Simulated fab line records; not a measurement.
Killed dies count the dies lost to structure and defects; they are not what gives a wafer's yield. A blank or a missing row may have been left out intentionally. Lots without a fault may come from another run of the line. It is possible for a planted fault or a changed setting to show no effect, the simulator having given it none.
8D (eight disciplines) problem report, filled in by code    flow ritCmos    the parts of the form that need people (team, actions taken, sign-off) are left out

## 1. PROBLEM STATEMENT
SPACER_NITRIDE_THK at RIT_SPACER_THK_MEAS_04 reads a mean of 156.0 nm on 3 wafers of 1 lot; wafers without a fault read 250.0 nm with a standard deviation of 2.2. Relative to the usual mean, that is a shift of -43 standard deviations.
First observed at day 6 19:09: wafer L937.3, on filmMetro-03. At this step, 39 wafers from 13 lots have a number in the record. By rule, "out" or "out of limits" means more than 4 standard deviations away from the usual mean. The other wafers with a number count as sound.

## 2. WHAT IT IS, AND WHAT IT ISN'T
question                     is                      is not
which readings at this step  SPACER_NITRIDE_THK      -
which lots                   L937                    L920, L921, L922, L923, L924, L926, L927, L928, L929, L930, L931, L933
which wafers of those lots   all that have a number  -
read on which gauges         filmMetro-03            filmMetro-01, filmMetro-02
when                         from day 6 19:09        up to then (36 sound wafers)

## 3. THE SUSPECTS, EACH WITH WHAT RULES IT OUT
Counting: a tool stays on the suspect list if, at a process step up to the reading, it processed all lots that are out and no sound lot following the first of them.
- the gauge at RIT_SPACER_THK_MEAS_04: ruled out. All the wafers that are out were read on filmMetro-03, but those of them that RIT_SPACER_CVD_03 has rows for are out there too, on other tools.
- lpcvd-01 at RIT_SPACER_CVD_03 (deposits Si3N4 from SiH2Cl2/NH3, target thk 250 nm, time 3300 s): kept. It ran the lot that is out, L937 (day 6 17:13), and no sound lot after that; its last sound lot up to then is L933 (day 5 23:11). Its own spikeTcCentreC, spikeTcLoadC, spikeTcSourceC, susceptorTempC readings are out on those wafers.
Left after counting: lpcvd-01 at RIT_SPACER_CVD_03.

## 4. THE CAUSE (what the simulator had put in)
lpcvd-01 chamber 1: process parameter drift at RIT_SPACER_CVD_03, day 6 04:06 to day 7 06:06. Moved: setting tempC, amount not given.
Counting left only this tool.

## 5. THE EFFECT CHAIN, in route order
Rows list readings where the struck wafers' mean (over those with a number) sits beyond 3 standard deviations from the usual. Only readings whose record carries a usual standard deviation are examined. hours: median over the lots of the time between each lot's start at the first step of this table that gives one and its start at this step. sigmas: the change, counted in usual standard deviations.
hours  step                    reading             usual       on struck wafers  change  sigmas
0      RIT_SPACER_CVD_03       spikeTcCentreC      813.2 C     788.1             -25.1   -21
0      RIT_SPACER_CVD_03       spikeTcLoadC        836.8 C     814.1             -22.7   -7.8
0      RIT_SPACER_CVD_03       spikeTcSourceC      833.7 C     809.2             -24.5   -12
0      RIT_SPACER_CVD_03       susceptorTempC      810.0 C     784.7             -25.3   -79
2      RIT_SPACER_THK_MEAS_04  SPACER_NITRIDE_THK  250.0 nm    156.0             -94.0   -43
2      RIT_SPACER_ETCHBACK_05  oesProductAu        0.846 a.u.  0.617             -0.229  -19
Here are the process steps it includes:
- RIT_SPACER_CVD_03: deposits Si3N4 from SiH2Cl2/NH3, target thk 250 nm, time 3300 s.
- RIT_SPACER_ETCHBACK_05: etches Si3N4 in SF6/CHF3, stops on SiO2, target depth 250 nm, time 240 s.

## 6. WHAT WOULD HAVE CAUGHT IT SOONER
15 hours passed between the start of the fault at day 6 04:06 and the first reading out of limits at a measuring or inspecting step in this record, taken at day 6 19:09.
At RIT_SPACER_CVD_03, the tool's own readings (spikeTcCentreC, spikeTcLoadC, spikeTcSourceC, susceptorTempC) were out on each struck wafer the step has a row for, so an alarm limit on them would have fired on the first such wafer.
The start of RIT_SPACER_CVD_03 on lpcvd-01 came by day 6 19:09 for every one of the lots that are out (1). Had the tool been put on hold then, not one of them would have been saved.
